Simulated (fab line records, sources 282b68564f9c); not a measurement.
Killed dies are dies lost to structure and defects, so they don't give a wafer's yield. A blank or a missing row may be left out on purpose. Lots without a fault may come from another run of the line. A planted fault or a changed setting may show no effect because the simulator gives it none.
fab line records | flow rit_cmos
record lots=4 wafers=12 last_day=8
route steps=202 shown SDANNEAL@156 SILICIDE@161 CONTACT@168 M1@184
lots that met no fault: from a run of the same line without faults
start_h: hours from the record's first day to the start of the lot's first wafer shown | wait_h: hours since the lot's step before | " the same as in the row above | L1.1+2: a row that stands for several wafers | - no value, or no start given | * or withheld: withheld | < > ~ a bound
route shown NAME@n: a module of which the file shows steps, and the number in the route of the first | usual: mean/standard deviation of fault-free wafers | same: alike in all rows | chamber/n: place in a boat | sites: the reading at each site | _std_site: their standard deviation | _edge_site: outer sites' mean less inner sites' | radius_mm: how far each site lies from the wafer's centre | mask NAME#n: copy n | behind: the tool/chamber that last shaped the wafer | hold: why the lot was held/for how many hours/how that ended | device: the transistor (n, p or np) that didn't switch | end of line: the same wafers' tests at the end of the route | a step without rows: its recipe alone | killed: dies lost to structure and defects at the first sort, not the wafer's yield | map: a wafer's dies, x killed, . not, _ none there
set.NAME: the setting as run; set.NAME@STEP: as run at that earlier step | model.NAME: the simulator's own value behind a step, which no gauge read
lots at some steps of the route; a table a step, a row a wafer
services: from which hour (start_h, from the record's first day; less than 0 if before it) a tool's chamber was out of use, for how many hours, and why
## steps
# step RIT_SDANNEAL_RTA_03
# recipe temp_c=1050 time_s=5 idle_temp_c=600 ramp_up_c_per_s=342 ramp_down_c_per_s=171 cool_to_c=600 ambient=N2
# step RIT_SILICIDE_WET_ETCH_00
# recipe chemistry=BOE target=SiO2 target_depth_nm=14 time_s=15 dry=n2_spin dilution=10:1 temp_c=21.5
# step RIT_SILICIDE_SPUTTER_01
# recipe material=Ti target_thk_nm=30 power_w=350 chamber_pressure_pa=0.667 gas=Ar time_s=246.8 substrate_temp_c=25
# step RIT_SILICIDE_RTA_04
# recipe temp_c=650 time_s=10 idle_temp_c=25 ramp_up_s=5 ramp_down_s=5 cool_to_c=25 ambient=N2
# step RIT_SILICIDE_WET_ETCH_05
# recipe chemistry=SPM target=Ti temp_c=90 time_s=120 dry=n2_spin
# step RIT_SILICIDE_RTA_06
# recipe temp_c=750 time_s=10 idle_temp_c=25 ramp_up_s=5 ramp_down_s=10 cool_to_c=25 ambient=N2
# step RIT_CONTACT_CVD_00
# recipe material=SiO2 target_thk_nm=400 precursor=TEOS temp_c=390 time_s=61 rf_w=400
# usual heater_power_w=330/59 rf_fwd_power_W=396.7/1.6
# columns lot.wafer tool chamber start_h wait_h heater_power_w rf_fwd_power_W model.SiO2_of_CONTACT_CVD_00.thk_nm
L328.1 pecvd-02 0 82.57 0.1 367 397.7 401.8
L328.2 " 1 " " 389 397.1 397.2
L328.6 " 1 " " 283 398.4 403.5
L340.2 pecvd-02 1 153.10 0.0 398 237.4 345.5
L340.4 " 2 " " 367 397.5 405.9
L340.5 " 0 " " 417 396.4 407.7
L343.1 pecvd-02 1 167.61 0.1 354 237.7 339.2
L343.2 " 2 " " 368 397.3 400.6
L343.3 " 0 " " 375 396.8 400.2
L344.2 pecvd-04 1 174.12 0.0 313 395.7 396.7
L344.4 " 1 " " 332 395.0 401.7
L344.5 " 2 " " 354 398.0 404.3
# step RIT_CONTACT_THK_MEAS_01
# recipe reads=SiO2_of_CONTACT_CVD_00
# usual CONTACT_TEOS_THK=400/5.2
# columns lot.wafer tool chamber start_h wait_h CONTACT_TEOS_THK[nm]
L328.1 film_metro-03 - 82.62 0.0 402
L328.2 " - " " 397
L328.6 " - " " 404
L340.2 film_metro-04 - 153.16 0.0 346
L340.4 " - " " 406
L340.5 " - " " 408
L343.1 film_metro-01 - 167.66 0.0 339
L343.2 " - " " 401
L343.3 " - " " 400
L344.2 film_metro-03 - 174.18 0.0 397
L344.4 " - " " 401
L344.5 " - " " 404
# step RIT_CONTACT_HMDS_02
# recipe prime_time_s=60 prime_temp_c=140
# step RIT_CONTACT_COAT_03
# recipe resist=NOVOLAK spin_rpm=3250 resist_thk_nm=1000
# step RIT_CONTACT_SOFTBAKE_04
# recipe resist=NOVOLAK temp_c=90 time_s=60
# step RIT_CONTACT_EXPOSE_05
# recipe mask_id=M11 na=0.6 source_shape=conventional sigma_outer=0.5 target_cd_nm=1000 dose_mj=247.6
# step RIT_CONTACT_PEB_06
# recipe resist=NOVOLAK temp_c=withheld time_s=withheld
# step RIT_CONTACT_DEVELOP_07
# recipe resist=NOVOLAK develop_time_s=120 dev_temp_c=23
# step RIT_CONTACT_HARDBAKE_10
# recipe resist=NOVOLAK temp_c=140 time_s=60
# step RIT_CONTACT_ETCH_11
# recipe target_depth_a=4800 over_etch_frac=0.2 stop_on=TiSi2 chemistry=CHF3/CF4/Ar target=SiO2 CHF3_flow_sccm=50 cf4_flow_sccm=10 Ar_flow_sccm=100 O2_flow_sccm=5 pressure_mtorr=100 rf_w=200 time_s=320
# usual chamber_pressure_mTorr=99.99/0.088 drypump_motor_current_A=5.59/0.28 oes_product_au=0.994/0.011 throttle_valve_pct=8.89/0.1
# columns lot.wafer tool chamber start_h wait_h chamber_pressure_mTorr drypump_motor_current_A oes_product_au rf_hours_counter_h throttle_valve_pct model.etch.depth_nm model.CONTACT.feature_depth_nm
L328.1 rie_diel-04 1 84.08 0.1 99.87 5.50 1.004 118 8.82 401.8 401.8
L328.2 " 2 " " 99.87 5.18 1.000 156 8.98 397.2 397.2
L328.6 " 0 " " 100.11 5.61 1.013 - 8.99 403.5 403.5
L340.2 rie_diel-04 0 154.48 0.1 100.06 5.61 1.007 10 9.00 345.5 345.5
L340.4 " 2 " " 99.98 5.19 0.990 0 8.98 405.9 405.9
L340.5 " 3 " " 100.07 5.87 0.998 - 8.97 407.7 407.7
L343.1 rie_diel-04 2 169.00 0.1 99.91 5.18 0.984 1 8.98 339.2 339.2
L343.2 " 3 " " 100.09 5.85 0.996 43 8.97 400.6 400.6
L343.3 " 1 " " 99.95 5.52 1.006 119 8.80 400.2 400.2
L344.2 rie_diel-02 2 175.69 0.1 99.89 5.89 0.980 53 8.68 396.7 396.7
L344.4 " 0 " " 100.08 5.48 0.972 1 8.95 401.7 401.7
L344.5 " 2 " " 99.95 5.87 0.980 - 8.66 404.3 404.3
# step RIT_CONTACT_STRIP_12
# recipe chemistry=O2 time_s=180 resist=NOVOLAK platen_temp_c=withheld power_w=500 pressure_mtorr=4000 o2_flow_sccm=4000
# step RIT_CONTACT_CLEAN_13
# recipe chemistry=SC1 mix=3:3:50 time_s=600 temp_c=75
# step RIT_CONTACT_CLEAN_14
# recipe chemistry=SC2 mix=3:3:50 time_s=600 temp_c=75 dry=n2_spin
# step RIT_M1_SPUTTER_00
# recipe material=Al target_thk_nm=400 power_w=2000 chamber_pressure_pa=0.4 gas=Ar time_s=500 substrate_temp_c=25
# step RIT_M1_HMDS_03
# recipe prime_time_s=60 prime_temp_c=140
# step RIT_M1_COAT_04
# recipe resist=NOVOLAK spin_rpm=2000 resist_thk_nm=1281
# step RIT_M1_SOFTBAKE_05
# recipe resist=NOVOLAK temp_c=90 time_s=60
# step RIT_M1_EXPOSE_06
# recipe mask_id=M12 na=0.6 source_shape=conventional sigma_outer=0.5 target_cd_nm=2600 dose_mj=250
# step RIT_M1_PEB_07
# recipe resist=NOVOLAK temp_c=withheld time_s=withheld
# step RIT_M1_DEVELOP_08
# recipe resist=NOVOLAK develop_time_s=68 dev_temp_c=23
# step RIT_M1_HARDBAKE_11
# recipe resist=NOVOLAK temp_c=140 time_s=120
# step RIT_M1_METAL_ETCH_12
# recipe stop_on=SiO2 chemistry=Cl2/BCl3 target=Al time_s=165 over_etch_frac=0.5 pressure_mtorr=100 target_depth_a=6000 rf_w=250 Cl2_flow_sccm=60 bcl3_flow_sccm=50
# usual chamber_pressure_mTorr=100.00/0.087 drypump_motor_current_A=5.5/0.54 oes_product_au=0.772/0.011 throttle_valve_pct=8.30/0.15
# columns lot.wafer tool chamber start_h wait_h chamber_pressure_mTorr drypump_motor_current_A oes_product_au rf_hours_counter_h throttle_valve_pct model.SiO2_of_CONTACT_CVD_00.thk_nm
L328.1 rie_metal-01 0 86.68 0.2 100.05 5.1 0.776 1 8.32 364.9
L328.2 " 1 " " 99.96 4.8 0.767 1 8.52 360.9
L328.6 " 0 " " 100.12 5.2 0.780 - 8.33 366.3
L340.2 rie_metal-01 0 157.18 0.2 99.92 5.2 0.770 2 8.31 308.8
L340.4 " 0 " " 99.96 5.1 0.781 - 8.33 369.3
L340.5 " 1 " " 99.93 4.8 0.764 - 8.51 371.4
L343.1 rie_metal-03 0 171.85 0.2 99.85 5.7 0.788 0 8.11 302.9
L343.2 " 1 " " 100.02 5.8 0.783 0 8.33 364.5
L343.3 " 0 " " 100.09 5.7 0.795 - 8.11 364
L344.2 rie_metal-01 1 178.40 0.2 99.90 4.8 0.752 2 8.50 360.3
L344.4 " 1 " " 99.99 4.8 0.750 - 8.52 365.2
L344.5 " 1 " " 100.02 4.8 0.760 - 8.52 367.6
# step RIT_M1_STRIP_13
# recipe chemistry=nmp resist=NOVOLAK temp_c=80 time_s=600 dry=n2_spin
# step RIT_M1_PROBE_99
# usual killed_at_front_end=7.0/2.8 killed_dies=7.0/2.8 killed_open=3.4/1.9 killed_short=3.6/2
# same gross_dies=264 killed_at_M0_to_M3=0 killed_at_M4_up=0 killed_at_back_side=0 killed_at_contacts=0 killed_at_other=0
# columns lot.wafer tool chamber start_h wait_h killed_at_front_end killed_dies killed_open killed_short model.etest.field_p_metal.vt_v model.etest.nmos_0p15.junction_log10_a_um model.etest.nmos_narrow.off_log10_a_um model.etest.gate_end_array.leak_log10_a_um model.etest.nmos_0p3.off_log10_a_um model.etest.pmos_0p15.junction_log10_a_um model.etest.antenna_contact.vt_shift_v
L328.1 prober-01 - 90.01 0.1 7 7 3 4 -28.5 -13.28 -13.12 -12.65 -12.92 -13.73 -0.01165
L328.2 prober-01 - 90.06 0.1 9 9 5 4 -28.12 -13.42 -13.17 -12.8 -12.96 -13.76 -0.01126
L328.6 prober-01 - 90.26 0.2 6 6 4 2 -28.46 -13.38 -13.11 -12.91 -13.09 -13.78 -0.01425
L340.2 prober-01 - 159.49 0.1 7 7 4 3 -27.13 -12.81 -12.73 -12.53 -12.67 -13.52 -0.02078
L340.4 prober-01 - 159.59 0.2 2 2 2 0 -29.93 -13.46 -13 -12.72 -13 -13.81 -0.01386
L340.5 prober-01 - 159.64 0.2 5 5 2 3 -29.98 -13.43 -13.29 -12.75 -12.96 -13.91 -0.01443
L343.1 prober-02 - 174.11 0.1 6 6 4 2 -25.41 -12.88 -12.8 -12.61 -12.77 -13.48 -0.01657
L343.2 prober-02 - 174.16 0.1 10 10 5 5 -28.45 -13.55 -13.23 -12.92 -13.02 -13.7 -0.0101
L343.3 prober-02 - 174.21 0.2 11 11 6 5 -28.41 -13.5 -13.14 -12.98 -13.06 -13.81 -0.01571
L344.2 prober-02 - 180.78 0.1 6 6 4 2 -28.42 -13.47 -13.1 -12.78 -13.01 -13.81 -0.01494
L344.4 prober-02 - 180.88 0.2 8 8 6 2 -28.6 -13.41 -13.14 -12.88 -13.04 -13.71 -0.006326
L344.5 prober-02 - 180.93 0.2 6 6 1 5 -28.94 -13.38 -13.15 -12.83 -13.1 -13.73 -0.006179
# killed by level:class
L328.1 GATE:geometric_particle:short=3 FOX1:geometric_particle:short=1 FOX2:geometric_particle:open=1 GATE:geometric_particle:open=1 SILICIDE:geometric_particle:open=1
L328.2 GATE:geometric_particle:short=4 FOX1:geometric_particle:open=2 FOX2:geometric_particle:open=1 GATE:geometric_particle:open=1 SILICIDE:geometric_particle:open=1
L328.6 FOX2:geometric_particle:open=3 GATE:geometric_particle:short=1 REOX:geometric_particle:short=1 SPACER:geometric_particle:open=1
L340.2 GATE:geometric_particle:open=2 SILICIDE:geometric_particle:short=2 FOX2:geometric_particle:open=1 REOX:geometric_particle:open=1 SPACER:geometric_particle:short=1
L340.4 REOX:geometric_particle:open=1 SPACER:geometric_particle:open=1
L340.5 SPACER:geometric_particle:short=2 GATE:geometric_particle:open=1 GATE:geometric_particle:short=1 SILICIDE:geometric_particle:open=1
L343.1 REOX:geometric_particle:open=3 GATE:geometric_particle:short=1 GATE:geometric_particle:open=1 SPACER:geometric_particle:short=1
L343.2 GATE:geometric_particle:open=3 GATE:geometric_particle:short=3 FOX1:geometric_particle:open=1 REOX:geometric_particle:short=1 REOX:geometric_particle:open=1 SILICIDE:geometric_particle:short=1
L343.3 GATE:geometric_particle:short=5 GATE:geometric_particle:open=3 FOX1:geometric_particle:open=2 REOX:geometric_particle:open=1
L344.2 GATE:geometric_particle:short=2 GATE:geometric_particle:open=2 REOX:geometric_particle:open=1 SPACER:geometric_particle:open=1
L344.4 SILICIDE:geometric_particle:open=4 GATE:geometric_particle:open=2 FOX1:geometric_particle:short=1 GATE:geometric_particle:short=1
L344.5 GATE:geometric_particle:short=3 FOX1:geometric_particle:short=1 FOX2:geometric_particle:short=1 SILICIDE:geometric_particle:open=1
## services
# columns tool chamber start_h hours kind
pecvd-04 - 89.79 1.3 repair
rie_diel-02 0 101.08 - clean
rie_diel-02 0 101.08 14.1 scheduled_down
rie_diel-02 0 101.08 14.1 vent_cycle
rie_metal-03 - 104.26 0.8 repair
pecvd-02 - 104.53 1.4 repair
rie_diel-04 2 118.80 - clean
rie_diel-04 2 118.80 17.5 scheduled_down
rie_diel-04 2 118.80 17.5 vent_cycle
rie_diel-02 0 129.28 2.8 repair
rie_metal-03 - 136.12 20.0 pm
rie_metal-03 0 136.12 20.0 vent_cycle
rie_metal-03 1 136.12 20.0 vent_cycle
pecvd-04 1 138.03 4.2 repair
rie_metal-03 - 156.12 1.4 pm
rie_metal-03 0 156.12 - clean
rie_metal-03 1 156.12 - clean
rie_metal-01 - 172.41 1.0 repair
## key
first_sign step=RIT_CONTACT_CVD_00 reading=rf_fwd_power_W direction=down sigmas=99+ usual=396.7 struck=237.6
effect step=RIT_CONTACT_THK_MEAS_01 reading=CONTACT_TEOS_THK direction=down sigmas=11 usual=400 struck=342
model_effect step=RIT_CONTACT_CVD_00 value=SiO2_of_CONTACT_CVD_00.thk_nm without=398.7 struck=342.3
model_effect step=RIT_CONTACT_ETCH_11 value=etch.depth_nm without=398.7 struck=342.3
model_effect step=RIT_M1_METAL_ETCH_12 value=SiO2_of_CONTACT_CVD_00.thk_nm without=362.2 struck=305.8
model_effect step=RIT_M1_PROBE_99 value=etest.field_p_metal.vt_v without=-29.13 struck=-26.27
met_at RIT_CONTACT_CVD_00
struck_wafers L340.2,L343.1
tester_left_out L340,L343
onset_between 82.57 153.10
fault kind=process_parameter_drift tool=pecvd-02 chamber=1 onset_h=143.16 steps=RIT_CONTACT_CVD_00 channel=rf_w offset=-160 shape=step end_h=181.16 stated=400
# tester_left_out: of these lots the tester's yield and bins aren't shown, on N5 and GAA mostly nor the transistor test; their killed dies are dies lost to structure and defects alone, not to doping, threshold or leakage, so they don't give the yield
